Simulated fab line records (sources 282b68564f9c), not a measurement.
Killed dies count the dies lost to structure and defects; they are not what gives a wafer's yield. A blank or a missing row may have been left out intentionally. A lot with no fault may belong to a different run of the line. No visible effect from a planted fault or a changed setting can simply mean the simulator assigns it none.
Which of the tools did it? | flow rit cmos | 45 wafers from 15 lots sampled at 5 of the route's 202 steps

## WHAT EACH GAUGE READ, for each wafer
RIT_FOX1_THK_MEAS_01.
lot  | measured    | on            | FOX1_OXIDE_THK (nm)
L207 | day 1 19:09 | film metro-02 | 345 345 338
L208 | day 2 01:29 | film metro-03 | 355 364 348
L209 | day 2 05:26 | film metro-03 | 342 349 344
L210 | day 2 09:57 | film metro-04 | 360 360 354
L211 | day 2 16:21 | film metro-03 | 342 342 339
L213 | day 3 00:33 | film metro-03 | 361 363 367
L214 | day 3 09:08 | film metro-02 | 358 358 357
L217 | day 3 22:52 | film metro-02 | 340 346 342
L218 | day 4 03:35 | film metro-03 | 355 358 366
L219 | day 4 06:28 | film metro-03 | 348 348 351
L221 | day 4 18:19 | film metro-03 | 429 434 433
L222 | day 4 22:52 | film metro-02 | 443 443 445
L225 | day 5 16:19 | film metro-02 | 442 444 446
L226 | day 5 21:06 | film metro-02 | 346 351 347
L229 | day 6 15:56 | film metro-04 | 347 345 343

RIT_NRETRO_OVL_MEAS_06.
lot  | measured    | on         | NRETRO_OVL (nm)
L207 | day 2 09:45 | overlay-02 | -1.0 1.1 1.8
L208 | day 2 16:20 | overlay-01 | 1.3 2.9 -0.7
L209 | day 2 18:56 | overlay-02 | -2.5 -1.4 -1.2
L210 | day 2 22:25 | overlay-01 | 0.5 -3.3 0.9
L211 | day 3 06:37 | overlay-01 | -0.1 0.1 1.4
L213 | day 3 15:29 | overlay-01 | 2.0 1.4 2.2
L214 | day 4 02:11 | overlay-02 | -4.7 -1.7 0.0
L217 | day 4 13:25 | overlay-02 | -0.7 0.3 0.9
L218 | day 4 17:51 | overlay-02 | 0.5 2.0 0.8
L219 | day 4 19:12 | overlay-02 | -2.6 1.2 0.7
L221 | day 5 09:14 | overlay-02 | 0.4 0.7 -0.6
L222 | day 5 15:14 | overlay-01 | 2.0 0.4 0.6
L225 | day 6 05:07 | overlay-01 | 1.9 0.5 1.3
L226 | day 6 09:26 | overlay-02 | 1.6 -0.6 1.1
L229 | day 7 06:28 | overlay-02 | 3.0 -0.9 2.2

## TOOL THAT RAN EACH LOT (tool first, then ch and the chambers of the sampled wafers, then the start)
lot  | RIT_FOX1_OXIDATION_00        | RIT_NWELL_STRIP_09                  | RIT_PWELL_STRIP_09
L207 | furnace-01 ch 0, day 1 17:49 | plasma asher-02 ch 0,1, day 1 23:55 | plasma asher-01 ch 0,1, day 2 01:41
L208 | furnace-03 ch 0, day 2 00:10 | plasma asher-03 ch 0,1, day 2 06:44 | plasma asher-02 ch 0,1, day 2 08:33
L209 | furnace-03 ch 0, day 2 04:06 | plasma asher-04 ch 0,1, day 2 09:15 | plasma asher-01 ch 0,1, day 2 11:02
L210 | furnace-01 ch 0, day 2 08:37 | plasma asher-02 ch 0,1, day 2 14:07 | plasma asher-03 ch 0,1, day 2 15:46
L211 | furnace-01 ch 0, day 2 15:01 | plasma asher-03 ch 0,1, day 2 22:38 | plasma asher-02 ch 0,1, day 3 00:11
L213 | furnace-04 ch 0, day 2 23:13 | plasma asher-04 ch 0,1, day 3 04:32 | plasma asher-02 ch 0,1, day 3 06:13
L214 | furnace-04 ch 0, day 3 07:50 | plasma asher-02 ch 0,1, day 3 17:32 | plasma asher-01 ch 0,1, day 3 19:05
L217 | furnace-01 ch 0, day 3 21:32 | plasma asher-03 ch 0,1, day 4 04:36 | plasma asher-03 ch 0,1, day 4 06:16
L218 | furnace-04 ch 0, day 4 02:16 | plasma asher-03 ch 0, day 4 09:44   | plasma asher-01 ch 0,1, day 4 11:25
L219 | furnace-03 ch 0, day 4 05:08 | plasma asher-03 ch 0,1, day 4 11:10 | plasma asher-03 ch 0,1, day 4 12:43
L221 | furnace-04 ch 0, day 4 16:59 | plasma asher-04 ch 0,1, day 5 00:16 | plasma asher-01 ch 0,1, day 5 01:53
L222 | furnace-04 ch 0, day 4 21:33 | plasma asher-02 ch 0,1, day 5 03:20 | plasma asher-02 ch 0,1, day 5 04:53
L225 | furnace-04 ch 0, day 5 14:59 | plasma asher-03 ch 0,1, day 5 21:07 | plasma asher-01 ch 0,1, day 5 22:40
L226 | furnace-03 ch 0, day 5 19:46 | plasma asher-04 ch 0,1, day 6 01:26 | plasma asher-02 ch 0,1, day 6 02:59
L229 | furnace-03 ch 0, day 6 14:37 | plasma asher-03 ch 0, day 6 21:02   | plasma asher-03 ch 1, day 6 22:38
- RIT_FOX1_OXIDATION_00: target thk 350.7 nm, ox time 1130 s.
- RIT_NWELL_STRIP_09: strips in O2, time 180 s.
- RIT_PWELL_STRIP_09: strips in O2, time 180 s.

## WHAT THE TOOLS THEMSELVES READ (means of the sampled wafers that have a number; where no wafer has one, the mark that the record gives instead)
RIT_FOX1_OXIDATION_00.
lot  | tool       | zone power source pct (%)
L207 | furnace-01 | 42
L208 | furnace-03 | 37
L209 | furnace-03 | 37
L210 | furnace-01 | 42
L211 | furnace-01 | 42
L213 | furnace-04 | 48
L214 | furnace-04 | 48
L217 | furnace-01 | 42
L218 | furnace-04 | 48
L219 | furnace-03 | 37
L221 | furnace-04 | 48
L222 | furnace-04 | 49
L225 | furnace-04 | 48
L226 | furnace-03 | 37
L229 | furnace-03 | 37

RIT_NWELL_STRIP_09.
lot  | tool            | drypump motor current A (A)
L207 | plasma asher-02 | 6.1
L208 | plasma asher-03 | 5.9
L209 | plasma asher-04 | 5.4
L210 | plasma asher-02 | 6.1
L211 | plasma asher-03 | 5.6
L213 | plasma asher-04 | 5.4
L214 | plasma asher-02 | 6.2
L217 | plasma asher-03 | 5.9
L218 | plasma asher-03 | 6.1
L219 | plasma asher-03 | 5.9
L221 | plasma asher-04 | 5.8
L222 | plasma asher-02 | 6.1
L225 | plasma asher-03 | 5.7
L226 | plasma asher-04 | 5.5
L229 | plasma asher-03 | 6.2

RIT_PWELL_STRIP_09.
lot  | tool            | drypump motor current A (A)
L207 | plasma asher-01 | 6.0
L208 | plasma asher-02 | 6.1
L209 | plasma asher-01 | 5.5
L210 | plasma asher-03 | 5.7
L211 | plasma asher-02 | 6.1
L213 | plasma asher-02 | 6.0
L214 | plasma asher-01 | 5.5
L217 | plasma asher-03 | 5.7
L218 | plasma asher-01 | 6.0
L219 | plasma asher-03 | 5.9
L221 | plasma asher-01 | 5.9
L222 | plasma asher-02 | 6.0
L225 | plasma asher-01 | 6.0
L226 | plasma asher-02 | 6.1
L229 | plasma asher-03 | 5.4

## THE ANSWER, worked out from the rows above alone
Rule: usual is defined by the lots themselves. Put in order of their means at a reading, lots are off if they are a third of the lots or fewer, leave a main group of 4 or more, and stand apart from it by a gap of 3 or more times the standard deviation of the main group's means; of several such gaps the widest counts. A main group whose means are all the same, to the digits that the tables above print for the reading, isn't used. Also off: a lot with no number at a reading for which 4 or more lots have one. Any other lot the step has rows for is counted as sound. Order of review: gauges by route order, followed by the tools' own readings, for which a lot's mean as printed above is used. The first step at which some lot is off is used, and at that step the reading that is off furthest; a lot without a number counts as furthest.
Off: at RIT_FOX1_THK_MEAS_01 (FOX1_OXIDE_THK), L221, L222, L225. The main group: mean 351 nm, standard deviation 7.5.
A tool fits if, at a process step before that reading, it ran every lot that is off, and no sound lot after the first of them. The gauges at RIT_FOX1_THK_MEAS_01 are tried like those tools. One fits: furnace-04 at RIT_FOX1_OXIDATION_00. A fault onset in the window from L218 (day 4 02:16, its last sound lot) to L221 (day 4 16:59, its first lot off) fits.

## WHAT WAS PUT IN BY THE SIMULATOR
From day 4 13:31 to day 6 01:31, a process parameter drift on furnace-04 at RIT_FOX1_OXIDATION_00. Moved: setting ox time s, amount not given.
Lots struck among those shown: L221, L222, L225. The same result came from the rule above.
